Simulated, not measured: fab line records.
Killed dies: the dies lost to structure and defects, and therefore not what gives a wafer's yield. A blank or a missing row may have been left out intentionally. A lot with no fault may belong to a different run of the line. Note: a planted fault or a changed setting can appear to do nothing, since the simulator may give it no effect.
fab line records	flow berkeleyCmos170
record: lots: 24	wafers: 72	lastDay: 13
route steps=331 shown NWELL@16 PWELL@48 M1@239 M3@329
lots with no fault: from the same line, run without faults
startH: the number of hours between the record's first day and the start of the first shown wafer of the lot	waitH: hours from the lot's prior step to this one	" repeats the value in the row above	L1.1+2: a row that stands for several wafers	- no value, or no start was given	* or withheld: withheld	< > ~ a bound
route shown NAME@n: names a module that has steps shown in the file, with the first one's number in the route	usual: mean/standard deviation of fault-free wafers	same: alike in all rows	chamber/n: place in a boat	sites: the reading at each site	_std_site: the standard deviation of these	_edge_site: inner sites' mean taken away from outer sites' mean	radiusMm: how far each site lies from the wafer's centre	mask NAME#n: copy n	behind: tool/chamber where the wafer was last shaped	hold: reason for holding the lot/hours on hold/outcome of the hold	device: the transistor (n, p or np) that didn't switch	end of line: the same wafers' tests at the end of the route	step lacking rows: just its recipe	killed: count of dies lost to structure and defects at first sort (not the wafer's yield)	map: the dies of a wafer, with x for killed, . for not killed, _ for no die there
set.NAME: the setting the step ran with; set.NAME@STEP: the setting that earlier step ran with	model.NAME: the simulator's own value behind a step, which no gauge read
the route's steps for a sample of lots (tables are steps, rows are wafers)
services: when a tool's chamber went out of use (startH, in hours from the record's first day, below 0 if earlier), for how many hours, and the reason
== steps ==
step: UCB170_NWELL_THK_MEAS_02
recipe: reads: SiO2_of_NWELL_OXIDATION_01
usual: NWELL_OXIDE_THK: 26.5/0.64
lot.wafer	tool	chamber	startH	waitH	NWELL_OXIDE_THK[nm]
L074.2	filmMetro-04	-	23.82	0.0	25.5
L074.4	"	-	"	"	25.5
L074.6	"	-	"	"	25.9
L075.3	filmMetro-02	-	30.62	0.0	26.9
L075.4	"	-	"	"	26.3
L075.5	"	-	"	"	26.6
L076.1	filmMetro-03	-	34.74	0.0	27.5
L076.2	"	-	"	"	27.9
L076.6	"	-	"	"	27.6
L077.2	filmMetro-02	-	43.54	0.0	26.5
L077.3	"	-	"	"	27.3
L077.5	"	-	"	"	27.3
L079.2	filmMetro-02	-	50.40	0.0	27.5
L079.3	"	-	"	"	27.5
L079.6	"	-	"	"	27.7
L078.3	filmMetro-04	-	50.41	0.0	26.6
L078.5	"	-	"	"	27.1
L078.6	"	-	"	"	26.4
L080.1	filmMetro-02	-	58.91	0.0	27.0
L080.2	"	-	"	"	26.6
L080.3	"	-	"	"	26.7
L081.1	filmMetro-04	-	63.45	0.0	26.6
L081.4	"	-	"	"	26.4
L081.6	"	-	"	"	26.1
L082.2	filmMetro-02	-	63.46	0.0	25.7
L082.4	"	-	"	"	26.2
L082.5	"	-	"	"	26.0
L083.2	filmMetro-02	-	74.74	0.0	26.4
L083.4	"	-	"	"	26.3
L083.6	"	-	"	"	26.4
L084.4	filmMetro-04	-	74.76	0.0	26.4
L084.5	"	-	"	"	26.4
L084.6	"	-	"	"	26.6
L086.2	filmMetro-02	-	86.48	0.0	26.5
L086.3	"	-	"	"	26.7
L086.4	"	-	"	"	26.7
L085.3	filmMetro-04	-	86.49	0.0	26.4
L085.4	"	-	"	"	26.8
L085.6	"	-	"	"	26.7
L087.1	filmMetro-04	-	93.32	0.0	27.4
L087.2	"	-	"	"	27.1
L087.6	"	-	"	"	27.3
L088.3	filmMetro-03	-	93.34	0.0	26.5
L088.4	"	-	"	"	26.5
L088.5	"	-	"	"	26.3
L089.1	filmMetro-02	-	101.62	0.0	26.3
L089.3	"	-	"	"	26.2
L089.6	"	-	"	"	26.1
L090.2	filmMetro-04	-	109.84	0.0	26.5
L090.3	"	-	"	"	26.5
L090.4	"	-	"	"	26.4
L091.2	filmMetro-03	-	109.84	0.0	25.9
L091.4	"	-	"	"	25.8
L091.6	"	-	"	"	26.2
L092.1	filmMetro-03	-	119.69	0.0	26.9
L092.4	"	-	"	"	27.7
L092.5	"	-	"	"	27.8
L094.1	filmMetro-03	-	126.95	0.0	25.7
L094.2	"	-	"	"	25.6
L094.6	"	-	"	"	25.0
L093.2	filmMetro-04	-	126.96	0.0	26.7
L093.3	"	-	"	"	26.4
L093.6	"	-	"	"	26.7
L095.1	filmMetro-04	-	132.95	0.0	27.0
L095.3	"	-	"	"	26.9
L095.6	"	-	"	"	27.0
L096.1	filmMetro-04	-	139.89	0.0	25.9
L096.5	"	-	"	"	25.6
L096.6	"	-	"	"	26.0
L097.3	filmMetro-03	-	139.91	0.0	25.9
L097.4	"	-	"	"	25.5
L097.5	"	-	"	"	25.9
step: UCB170_NWELL_STRIP_15
recipe: chemistry: O2	powerW: 400	pressureMtorr: 3500	platenTempC: withheld	o2FlowSccm: 400	overashFraction: 0.5
usual: drypumpMotorCurrentA: 5.8/0.42	oesProductAu: 0.721/0.004	stripTimeToEndpointS: 18.03/0.09
lot.wafer	tool	chamber	startH	waitH	drypumpMotorCurrentA	oesProductAu	rfHoursCounterH	stripTimeToEndpointS
L074.2	plasmaAsher-04	0	34.81	0.1	5.7	0.728	30	17.99
L074.4	"	0	"	"	5.7	0.721	-	18.14
L074.6	"	1	"	"	6.2	0.718	-	17.89
L075.3	plasmaAsher-04	1	37.51	0.1	6.2	0.716	-	18.09
L075.4	"	0	"	"	5.7	0.718	-	18.21
L075.5	"	1	"	"	6.2	0.724	-	18.00
L076.1	plasmaAsher-04	1	44.20	0.1	6.3	0.719	31	18.09
L076.2	"	0	"	"	5.7	0.727	31	18.15
L076.6	"	0	"	"	5.7	0.718	-	18.17
L077.2	plasmaAsher-04	0	51.22	0.1	5.7	0.718	32	18.02
L077.3	"	0	"	"	5.7	0.723	-	18.11
L077.5	"	1	"	"	6.2	0.723	-	18.09
L078.3	plasmaAsher-01	0	60.34	0.1	5.9	0.727	-	18.05
L078.5	"	1	"	"	5.9	0.722	-	18.17
L078.6	"	0	"	"	6.0	0.723	-	18.08
L079.2	plasmaAsher-02	0	60.44	0.1	5.9	0.718	29	18.13
L079.3	"	0	"	"	5.9	0.722	-	18.07
L079.6	"	0	"	"	5.9	0.722	-	18.02
L080.1	plasmaAsher-01	0	68.56	0.1	5.9	0.714	34	18.07
L080.2	"	1	"	"	5.9	0.723	34	17.94
L080.3	"	0	"	"	5.9	0.724	-	18.03
L081.1	plasmaAsher-04	0	72.94	0.1	5.7	0.720	35	18.07
L081.4	"	0	"	"	5.7	0.712	-	18.07
L081.6	"	0	"	"	5.7	0.715	-	18.08
L082.2	plasmaAsher-02	0	73.21	0.1	5.9	0.726	31	17.95
L082.4	"	0	"	"	5.9	0.721	-	18.00
L082.5	"	1	"	"	4.9	0.718	-	17.86
L084.4	plasmaAsher-02	0	86.12	0.1	5.9	0.716	-	17.93
L084.5	"	0	"	"	5.9	0.720	-	17.93
L084.6	"	1	"	"	4.9	0.721	-	17.88
L083.2	plasmaAsher-01	0	86.36	0.1	5.9	0.727	36	18.02
L083.4	"	1	"	"	5.9	0.725	-	17.96
L083.6	"	0	"	"	6.0	0.722	-	18.01
L085.3	plasmaAsher-02	0	93.93	0.1	5.9	0.721	-	17.99
L085.4	"	1	"	"	4.8	0.728	-	18.04
L085.6	"	0	"	"	5.9	0.721	-	18.03
L086.2	plasmaAsher-01	1	94.31	0.1	5.9	0.721	37	18.03
L086.3	"	1	"	"	5.9	0.720	-	18.02
L086.4	"	0	"	"	6.0	0.727	-	17.92
L087.1	plasmaAsher-01	1	101.29	0.1	5.9	0.722	38	18.07
L087.2	"	0	"	"	6.0	0.723	38	18.16
L087.6	"	0	"	"	6.0	0.718	-	17.99
L088.3	plasmaAsher-04	0	101.41	0.1	5.8	0.716	-	17.94
L088.4	"	1	"	"	6.3	0.726	-	17.87
L088.5	"	0	"	"	5.7	0.716	-	17.92
L089.1	plasmaAsher-02	0	111.71	0.1	5.9	0.720	35	17.93
L089.3	"	0	"	"	5.9	0.724	-	18.04
L089.6	"	0	"	"	5.8	0.724	-	18.02
L090.2	plasmaAsher-02	1	117.31	0.1	4.9	0.720	36	18.06
L090.3	"	1	"	"	4.8	0.723	-	18.04
L090.4	"	0	"	"	5.9	0.721	-	18.03
L091.2	plasmaAsher-04	1	118.00	0.1	6.2	0.725	40	18.07
L091.4	"	0	"	"	5.7	0.723	-	18.10
L091.6	"	0	"	"	5.7	0.723	-	18.02
L092.1	plasmaAsher-04	1	128.24	0.1	6.2	0.718	42	17.88
L092.4	"	0	"	"	5.8	0.718	-	18.07
L092.5	"	0	"	"	5.7	0.728	-	18.13
L094.1	plasmaAsher-04	1	136.28	0.1	6.2	0.726	43	18.00
L094.2	"	0	"	"	5.8	0.718	43	18.03
L094.6	"	0	"	"	5.7	0.721	-	18.01
L093.2	plasmaAsher-01	0	136.57	0.1	6.0	0.719	2	18.18
L093.3	"	0	"	"	6.0	0.719	-	18.07
L093.6	"	0	"	"	6.0	0.721	-	18.18
L095.1	plasmaAsher-02	0	143.15	0.1	5.9	0.719	39	18.17
L095.3	"	0	"	"	5.9	0.719	-	18.12
L095.6	"	1	"	"	4.8	0.725	-	18.27
L097.3	plasmaAsher-04	1	148.86	0.1	6.2	0.721	-	17.96
L097.4	"	0	"	"	5.7	0.723	-	17.97
L097.5	"	1	"	"	6.2	0.722	-	18.10
L096.1	plasmaAsher-01	0	148.86	0.1	5.9	0.723	4	18.05
L096.5	"	0	"	"	6.0	0.718	-	18.07
L096.6	"	1	"	"	5.9	0.715	-	18.17
step: UCB170_PWELL_ETCH_14
recipe: chemistry: CH3F/Ar/O2	target: Si3N4	stopOn: SiO2	CH3F_flow_sccm: 20	Ar_flow_sccm: 50	O2_flow_sccm: 7	pressureMtorr: 50	rfW: 450	targetDepthA: 2420	overEtchFrac: 0.1	timeS: 151
usual: drypumpMotorCurrentA: 5.6/0.35	oesProductAu: 0.944/0.02	throttleValvePct: 8.09/0.17
lot.wafer	tool	chamber	startH	waitH	drypumpMotorCurrentA	oesProductAu	rfHoursCounterH	throttleValvePct
L074.2	rieDiel-02	1	56.04	0.0	6.1	0.951	106	8.15
L074.4	"	2	"	"	5.8	0.937	118	7.82
L074.6	"	3	"	"	4.7	0.949	-	8.17
L076.1	rieDiel-02	1	61.64	0.0	6.1	0.949	106	8.15
L076.2	"	3	"	"	4.7	0.932	29	8.16
L076.6	"	2	"	"	5.8	0.934	-	7.83
L075.3	rieDiel-04	1	61.69	0.0	5.5	0.945	144	8.15
L075.4	"	2	"	"	5.9	0.950	12	7.88
L075.5	"	3	"	"	5.8	0.948	-	8.28
L077.2	rieDiel-04	2	72.36	0.0	5.9	0.962	13	7.87
L077.3	"	0	"	"	5.7	0.905	127	8.26
L077.5	"	1	"	"	5.5	0.935	-	8.12
L078.3	rieDiel-02	0	83.94	0.0	5.2	0.956	135	8.12
L078.5	"	1	"	"	6.0	0.959	-	8.16
L078.6	"	2	"	"	5.8	0.931	-	7.83
L079.2	rieDiel-04	2	84.08	0.0	5.9	0.959	13	7.88
L079.3	"	1	"	"	5.5	0.938	146	8.14
L079.6	"	1	"	"	5.5	0.935	-	8.14
L080.1	rieDiel-04	0	92.09	0.0	5.7	0.903	128	8.27
L080.2	"	3	"	"	5.8	0.950	111	8.29
L080.3	"	1	"	"	5.5	0.943	146	8.13
L082.2	rieDiel-02	3	92.37	0.0	4.7	0.939	31	8.16
L082.4	"	1	"	"	6.1	0.962	107	8.13
L082.5	"	1	"	"	6.1	0.965	-	8.11
L081.1	rieDiel-03	3	92.54	0.0	5.6	0.969	71	7.84
L081.4	"	2	"	"	5.6	0.943	126	7.87
L081.6	"	1	"	"	5.6	0.959	-	8.02
L083.2	rieDiel-02	2	112.44	0.0	5.8	0.917	120	7.82
L083.4	"	0	"	"	5.2	0.952	137	8.12
L083.6	"	0	"	"	5.2	0.948	-	8.13
L084.4	rieDiel-04	3	112.67	0.0	5.8	0.954	112	8.30
L084.5	"	3	"	"	5.8	0.962	-	8.29
L084.6	"	0	"	"	5.7	0.913	-	8.27
L086.2	rieDiel-04	1	116.69	0.0	5.5	0.964	147	8.14
L086.3	"	3	"	"	5.8	0.967	113	8.31
L086.4	"	2	"	"	5.9	0.975	14	7.89
L085.3	rieDiel-03	2	117.02	0.0	5.5	0.940	127	7.88
L085.4	"	3	"	"	5.6	0.950	-	7.84
L085.6	"	0	"	"	5.0	0.924	-	8.20
L087.1	rieDiel-04	2	117.41	0.0	5.9	0.968	14	7.88
L087.2	"	3	"	"	5.8	0.966	113	8.29
L087.6	"	3	"	"	5.8	0.971	-	8.30
L088.3	rieDiel-02	2	117.69	0.0	5.8	0.930	120	7.83
L088.4	"	1	"	"	6.1	0.961	108	8.14
L088.5	"	1	"	"	6.1	0.961	-	8.14
L089.1	rieDiel-04	1	128.84	0.0	5.5	0.957	148	8.15
L089.3	"	2	"	"	5.8	0.963	15	7.88
L089.6	"	3	"	"	5.8	0.962	-	8.30
L090.2	rieDiel-03	1	137.20	0.0	5.6	0.948	108	8.05
L090.3	"	3	"	"	5.6	0.959	74	7.86
L090.4	"	0	"	"	5.0	0.914	51	8.19
L091.2	rieDiel-04	1	137.44	0.0	5.5	0.948	148	8.16
L091.4	"	2	"	"	5.9	0.960	16	7.92
L091.6	"	0	"	"	5.7	0.903	-	8.27
L092.1	rieDiel-02	1	146.83	0.0	6.0	0.943	110	8.14
L092.4	"	2	"	"	5.8	0.922	122	7.83
L092.5	"	2	"	"	5.8	0.930	-	7.83
L093.2	rieDiel-03	0	154.56	0.0	5.1	0.925	52	8.21
L093.3	"	1	"	"	5.6	0.946	109	8.04
L093.6	"	1	"	"	5.6	0.942	-	8.03
L094.1	rieDiel-04	2	154.73	0.0	5.9	0.970	17	7.90
L094.2	"	0	"	"	5.7	0.908	131	8.25
L094.6	"	0	"	"	5.7	0.906	-	8.26
L095.1	rieDiel-04	0	164.23	0.0	5.7	0.900	132	8.27
L095.3	"	3	"	"	5.8	0.952	115	8.30
L095.6	"	2	"	"	5.9	0.954	-	7.89
L097.3	rieDiel-03	0	170.79	0.0	5.0	0.917	53	8.21
L097.4	"	2	"	"	5.5	0.954	131	7.87
L097.5	"	1	"	"	5.6	0.956	-	8.03
L096.1	rieDiel-04	0	171.11	0.0	5.7	0.911	132	8.26
L096.5	"	2	"	"	5.9	0.967	-	7.90
L096.6	"	3	"	"	5.8	0.962	-	8.30
step: UCB170_M1_RS_MEAS_01
recipe: thkMeasGauge: four-point-probe	reads: Al_of_M1_SPUTTER_00
usual: M1_AL_RS: 0.0484/0.00055
lot.wafer	tool	chamber	startH	waitH	M1_AL_RS[ohm/sq]
L076.1	filmMetro-02	-	170.76	0.0	0.0476
L076.2	"	-	"	"	0.0482
L076.6	"	-	"	"	0.0474
L075.3	filmMetro-01	-	170.93	0.1	0.0486
L075.4	"	-	"	"	0.0489
L075.5	"	-	"	"	0.0486
L074.2	filmMetro-02	-	172.72	0.1	0.0488
L074.4	"	-	"	"	0.0482
L074.6	"	-	"	"	0.0485
L077.2	filmMetro-02	-	183.30	0.1	0.0487
L077.3	"	-	"	"	0.0480
L077.5	"	-	"	"	0.0480
L079.2	filmMetro-01	-	193.51	0.1	0.0491
L079.3	"	-	"	"	0.0482
L079.6	"	-	"	"	0.0488
L078.3	filmMetro-02	-	193.65	0.1	0.0488
L078.5	"	-	"	"	0.0490
L078.6	"	-	"	"	0.0487
L082.2	filmMetro-02	-	210.83	0.1	0.0487
L082.4	"	-	"	"	0.0476
L082.5	"	-	"	"	0.0484
L081.1	filmMetro-01	-	212.61	0.0	0.0481
L081.4	"	-	"	"	0.0491
L081.6	"	-	"	"	0.0486
L080.1	filmMetro-02	-	212.85	0.0	0.0480
L080.2	"	-	"	"	0.0484
L080.3	"	-	"	"	0.0481
L083.2	filmMetro-02	-	239.11	0.1	0.0484
L083.4	"	-	"	"	0.0490
L083.6	"	-	"	"	0.0490
L085.3	filmMetro-03	-	239.39	0.1	0.0492
L085.4	"	-	"	"	0.0491
L085.6	"	-	"	"	0.0499
L088.3	filmMetro-01	-	241.84	0.1	0.0478
L088.4	"	-	"	"	0.0474
L088.5	"	-	"	"	0.0480
L086.2	filmMetro-02	-	242.09	0.1	0.0496
L086.3	"	-	"	"	0.0480
L086.4	"	-	"	"	0.0484
L087.1	filmMetro-01	-	242.35	0.0	0.0477
L087.2	"	-	"	"	0.0487
L087.6	"	-	"	"	0.0475
L084.4	filmMetro-01	-	242.63	0.1	0.0481
L084.5	"	-	"	"	0.0484
L084.6	"	-	"	"	0.0483
L089.1	filmMetro-03	-	255.67	0.0	0.0482
L089.3	"	-	"	"	0.0484
L089.6	"	-	"	"	0.0486
L090.2	filmMetro-02	-	263.19	0.1	0.0485
L090.3	"	-	"	"	0.0490
L090.4	"	-	"	"	0.0482
L091.2	filmMetro-01	-	264.87	0.1	0.0485
L091.4	"	-	"	"	0.0485
L091.6	"	-	"	"	0.0484
L092.1	filmMetro-02	-	275.89	0.0	0.0480
L092.4	"	-	"	"	0.0477
L092.5	"	-	"	"	0.0476
L093.2	filmMetro-02	-	277.96	0.1	0.0490
L093.3	"	-	"	"	0.0485
L093.6	"	-	"	"	0.0486
L094.1	filmMetro-01	-	278.17	0.0	0.0491
L094.2	"	-	"	"	0.0489
L094.6	"	-	"	"	0.0489
L095.1	filmMetro-03	-	289.04	0.0	0.0478
L095.3	"	-	"	"	0.0474
L095.6	"	-	"	"	0.0475
L096.1	filmMetro-01	-	296.88	0.0	0.0482
L096.5	"	-	"	"	0.0481
L096.6	"	-	"	"	0.0482
L097.3	filmMetro-01	-	298.02	0.1	0.0474
L097.4	"	-	"	"	0.0477
L097.5	"	-	"	"	0.0475
step: UCB170_M3_CD_MEAS_90
recipe: targetCdNm: 700
usual: cdNm: 702.0/2.9
lot.wafer	tool	chamber	startH	waitH	cdNm
L076.1	cdSem-02	-	184.92	0.1	699.9
L076.2	"	-	"	"	702.2
L076.6	"	-	"	"	700.1
L075.3	cdSem-02	-	187.35	0.1	701.6
L075.4	"	-	"	"	700.9
L075.5	"	-	"	"	702.3
L074.2	cdSem-02	-	190.79	0.1	702.0
L074.4	"	-	"	"	705.4
L074.6	"	-	"	"	705.0
L077.2	cdSem-02	-	198.96	0.1	702.7
L077.3	"	-	"	"	704.5
L077.5	"	-	"	"	703.7
L079.2	cdSem-01	-	206.22	0.1	700.3
L079.3	"	-	"	"	701.3
L079.6	"	-	"	"	699.7
L078.3	cdSem-01	-	207.56	0.1	699.2
L078.5	"	-	"	"	698.7
L078.6	"	-	"	"	697.2
L082.2	cdSem-02	-	229.35	0.1	705.1
L082.4	"	-	"	"	705.8
L082.5	"	-	"	"	705.3
L081.1	cdSem-01	-	229.60	0.1	700.2
L081.4	"	-	"	"	703.9
L081.6	"	-	"	"	703.4
L080.1	cdSem-02	-	230.81	0.1	703.4
L080.2	"	-	"	"	705.0
L080.3	"	-	"	"	701.2
L083.2	cdSem-01	-	255.67	0.1	695.3
L083.4	"	-	"	"	703.3
L083.6	"	-	"	"	696.1
L085.3	cdSem-01	-	258.01	0.1	701.1
L085.4	"	-	"	"	702.1
L085.6	"	-	"	"	703.0
L088.3	cdSem-01	-	258.79	0.1	702.3
L088.4	"	-	"	"	703.4
L088.5	"	-	"	"	706.4
L086.2	cdSem-02	-	259.97	0.1	708.1
L086.3	"	-	"	"	700.0
L086.4	"	-	"	"	707.3
L087.1	cdSem-01	-	260.19	0.1	707.4
L087.2	"	-	"	"	707.4
L087.6	"	-	"	"	703.5
L084.4	cdSem-02	-	261.40	0.1	700.5
L084.5	"	-	"	"	703.1
L084.6	"	-	"	"	701.2
L089.1	cdSem-01	-	271.27	0.1	700.1
L089.3	"	-	"	"	705.7
L089.6	"	-	"	"	701.3
L090.2	cdSem-02	-	277.64	0.1	695.9
L090.3	"	-	"	"	704.9
L090.4	"	-	"	"	696.7
L091.2	cdSem-01	-	278.39	0.1	702.3
L091.4	"	-	"	"	704.4
L091.6	"	-	"	"	702.4
L092.1	cdSem-01	-	292.86	0.1	699.0
L092.4	"	-	"	"	704.3
L092.5	"	-	"	"	704.4
L093.2	cdSem-01	-	293.36	0.1	705.2
L093.3	"	-	"	"	701.6
L093.6	"	-	"	"	703.2
L094.1	cdSem-01	-	300.68	0.1	702.3
L094.2	"	-	"	"	700.4
L094.6	"	-	"	"	703.8
L095.1	cdSem-02	-	305.60	0.1	701.5
L095.3	"	-	"	"	699.0
L095.6	"	-	"	"	702.3
L096.1	cdSem-02	-	316.77	0.1	705.6
L096.5	"	-	"	"	694.7
L096.6	"	-	"	"	702.6
L097.3	cdSem-02	-	317.35	0.1	700.1
L097.4	"	-	"	"	702.9
L097.5	"	-	"	"	702.4
step: UCB170_M3_BOW_MEAS_20
recipe: mode: bow
usual: M3_BOW: 34/7.2
lot.wafer	tool	chamber	startH	waitH	M3_BOW[um]
L076.1	filmMetro-03	-	185.04	0.1	20
L076.2	"	-	"	"	32
L076.6	"	-	"	"	21
L075.3	filmMetro-01	-	187.47	0.1	31
L075.4	"	-	"	"	28
L075.5	"	-	"	"	27
L074.2	filmMetro-03	-	190.91	0.1	38
L074.4	"	-	"	"	39
L074.6	"	-	"	"	38
L077.2	filmMetro-02	-	199.08	0.1	27
L077.3	"	-	"	"	27
L077.5	"	-	"	"	33
L079.2	filmMetro-01	-	206.34	0.1	30
L079.3	"	-	"	"	33
L079.6	"	-	"	"	39
L078.3	filmMetro-03	-	207.68	0.1	43
L078.5	"	-	"	"	31
L078.6	"	-	"	"	43
L082.2	filmMetro-02	-	229.47	0.1	47
L082.4	"	-	"	"	48
L082.5	"	-	"	"	40
L081.1	filmMetro-03	-	229.72	0.1	30
L081.4	"	-	"	"	28
L081.6	"	-	"	"	34
L080.1	filmMetro-01	-	230.93	0.1	39
L080.2	"	-	"	"	22
L080.3	"	-	"	"	30
L083.2	filmMetro-02	-	255.79	0.1	30
L083.4	"	-	"	"	32
L083.6	"	-	"	"	39
L085.3	filmMetro-03	-	258.13	0.1	43
L085.4	"	-	"	"	32
L085.6	"	-	"	"	29
L088.3	filmMetro-03	-	258.91	0.1	31
L088.4	"	-	"	"	38
L088.5	"	-	"	"	41
L086.2	filmMetro-03	-	260.09	0.1	38
L086.3	"	-	"	"	33
L086.4	"	-	"	"	41
L087.1	filmMetro-01	-	260.31	0.1	41
L087.2	"	-	"	"	26
L087.6	"	-	"	"	39
L084.4	filmMetro-02	-	261.52	0.1	24
L084.5	"	-	"	"	19
L084.6	"	-	"	"	32
L089.1	filmMetro-02	-	271.39	0.1	23
L089.3	"	-	"	"	29
L089.6	"	-	"	"	29
L090.2	filmMetro-01	-	277.76	0.1	39
L090.3	"	-	"	"	25
L090.4	"	-	"	"	33
L091.2	filmMetro-02	-	278.51	0.1	35
L091.4	"	-	"	"	37
L091.6	"	-	"	"	31
L092.1	filmMetro-03	-	292.98	0.1	39
L092.4	"	-	"	"	27
L092.5	"	-	"	"	29
L093.2	filmMetro-03	-	293.48	0.1	36
L093.3	"	-	"	"	30
L093.6	"	-	"	"	38
L094.1	filmMetro-02	-	300.80	0.1	45
L094.2	"	-	"	"	50
L094.6	"	-	"	"	41
L095.1	filmMetro-01	-	305.72	0.1	35
L095.3	"	-	"	"	38
L095.6	"	-	"	"	37
L096.1	filmMetro-03	-	316.89	0.1	36
L096.5	"	-	"	"	24
L096.6	"	-	"	"	32
L097.3	filmMetro-01	-	317.47	0.1	19
L097.4	"	-	"	"	41
L097.5	"	-	"	"	30
== services ==
tool	chamber	startH	hours	kind
rieDiel-03	1	33.31	6.0	repair
rieDiel-02	0	61.44	2.4	repair
rieDiel-03	3	75.80	8.5	repair
rieDiel-03	2	79.49	1.8	repair
plasmaAsher-02	-	101.08	4.6	repair
rieDiel-03	1	107.77	9.3	repair
plasmaAsher-01	-	108.75	9.0	pm
plasmaAsher-01	0	108.75	9.0	ventCycle
plasmaAsher-01	1	108.75	9.0	ventCycle
plasmaAsher-01	0	117.75	-	clean
plasmaAsher-01	1	117.75	-	clean
rieDiel-02	-	118.40	0.2	repair
rieDiel-04	-	147.09	1.4	repair
rieDiel-04	1	148.10	35.6	repair
plasmaAsher-04	-	165.26	7.5	repair
== key ==
fault none
